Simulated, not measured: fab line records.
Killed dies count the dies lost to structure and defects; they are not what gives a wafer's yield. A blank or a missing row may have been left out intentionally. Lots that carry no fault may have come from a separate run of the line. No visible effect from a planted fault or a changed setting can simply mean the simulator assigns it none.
Check of tool commonality + flow ritCmos + 42 wafers sampled across 14 lots

## WHY THIS WAS OPENED
RIT_NLDD_TW_MEAS_10, reading NLDD_TW: flagged on 2 of 14 lots. No-fault wafers: 2494, standard deviation 18.
Rule: flag the lot when none of its wafers has a number, or when each of its wafers that has one lies beyond 4 standard deviations from that mean. As for the other lots, they are considered sound.

| lot  | measured    | on           | NLDD_TW, wafer by wafer | flag    |
|------|-------------|--------------|-------------------------|---------|
| L752 | day 2 23:19 | filmMetro-04 | 2467 2469 2485          |         |
| L753 | day 3 05:59 | filmMetro-01 | 2512 2504 2517          |         |
| L754 | day 3 10:22 | filmMetro-03 | 2482 2477 2487          |         |
| L755 | day 3 14:44 | filmMetro-03 | 2477 2489 2478          |         |
| L756 | day 3 19:27 | filmMetro-01 | 2511 2526 2514          |         |
| L758 | day 4 06:32 | filmMetro-01 | 2519 2505 2512          |         |
| L759 | day 4 11:28 | filmMetro-04 | 2480 2495 2477          |         |
| L760 | day 4 14:17 | filmMetro-01 | 2520 2511 2519          |         |
| L761 | day 4 19:45 | filmMetro-01 | 2827 2846 2826          | FLAGGED |
| L766 | day 5 20:00 | filmMetro-01 | 2509 2511 2486          |         |
| L767 | day 6 01:26 | filmMetro-03 | 2782 2785 2805          | FLAGGED |
| L769 | day 6 12:34 | filmMetro-04 | 2486 2493 2492          |         |
| L770 | day 6 18:25 | filmMetro-04 | 2493 2494 2487          |         |
| L771 | day 7 01:04 | filmMetro-01 | 2490 2507 2511          |         |
On average the flagged lots' numbers are 2812, which is +318 against the usual, or +18 standard deviations.

## WHICH TOOL EACH LOT WENT THROUGH
The record holds 1 process step before the reading, out of a route of 202 steps. In each cell: the tool, then ch and the chambers that the sampled wafers went through, then the start.
| lot  | flag    | RIT_NLDD_IMPLANT_08            |
|------|---------|--------------------------------|
| L752 |         | implanter-04 ch 0, day 2 22:59 |
| L753 |         | implanter-04 ch 0, day 3 05:41 |
| L754 |         | implanter-04 ch 0, day 3 10:02 |
| L755 |         | implanter-02 ch 0, day 3 14:24 |
| L756 |         | implanter-04 ch 0, day 3 19:07 |
| L758 |         | implanter-03 ch 0, day 4 06:12 |
| L759 |         | implanter-03 ch 0, day 4 11:09 |
| L760 |         | implanter-02 ch 0, day 4 13:58 |
| L761 | FLAGGED | implanter-03 ch 0, day 4 19:25 |
| L766 |         | implanter-04 ch 0, day 5 19:40 |
| L767 | FLAGGED | implanter-03 ch 0, day 6 01:07 |
| L769 |         | implanter-02 ch 0, day 6 12:16 |
| L770 |         | implanter-04 ch 0, day 6 18:07 |
| L771 |         | implanter-02 ch 0, day 7 00:44 |
What these steps do:
- RIT_NLDD_IMPLANT_08
- RIT_NLDD_TW_MEAS_10

## FLAGGED OVER TOTAL, TOOL BY TOOL (the gauges that took the reading come last)
| step                | tool         | lots run | flagged | share of the flagged lots | sound lots run after its first flagged lot |
|---------------------|--------------|----------|---------|---------------------------|--------------------------------------------|
| RIT_NLDD_IMPLANT_08 | implanter-02 | 4        | 0       | none                      | -                                          |
| RIT_NLDD_IMPLANT_08 | implanter-03 | 4        | 2       | all                       | 0                                          |
| RIT_NLDD_IMPLANT_08 | implanter-04 | 6        | 0       | none                      | -                                          |
| RIT_NLDD_TW_MEAS_10 | filmMetro-01 | 7        | 1       | some                      | 2 (L766,L771)                              |
| RIT_NLDD_TW_MEAS_10 | filmMetro-03 | 3        | 1       | some                      | 0                                          |
| RIT_NLDD_TW_MEAS_10 | filmMetro-04 | 4        | 0       | none                      | -                                          |

## WHAT THE TABLE ALLOWS
1 row of the table ran every flagged lot: implanter-03 at RIT_NLDD_IMPLANT_08.
- implanter-03 at RIT_NLDD_IMPLANT_08 ran 4 lots, 2 of them flagged. A fault beginning between L759 (day 4 11:09), its last sound lot, and L761 (day 4 19:25), its first flagged one, fits the data. Its own readings lie more than 4 standard deviations out on every wafer of the flagged lots: doseIonsCm2, faradayCurrentUA.
Left over: one tool, implanter-03 at RIT_NLDD_IMPLANT_08.

## WHAT THE SIMULATOR HAD INSERTED
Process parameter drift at RIT_NLDD_IMPLANT_08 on implanter-03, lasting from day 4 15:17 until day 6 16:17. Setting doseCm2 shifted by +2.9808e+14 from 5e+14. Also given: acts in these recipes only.
Shown lots that were struck: L761, L767. The same result came from the rule above.
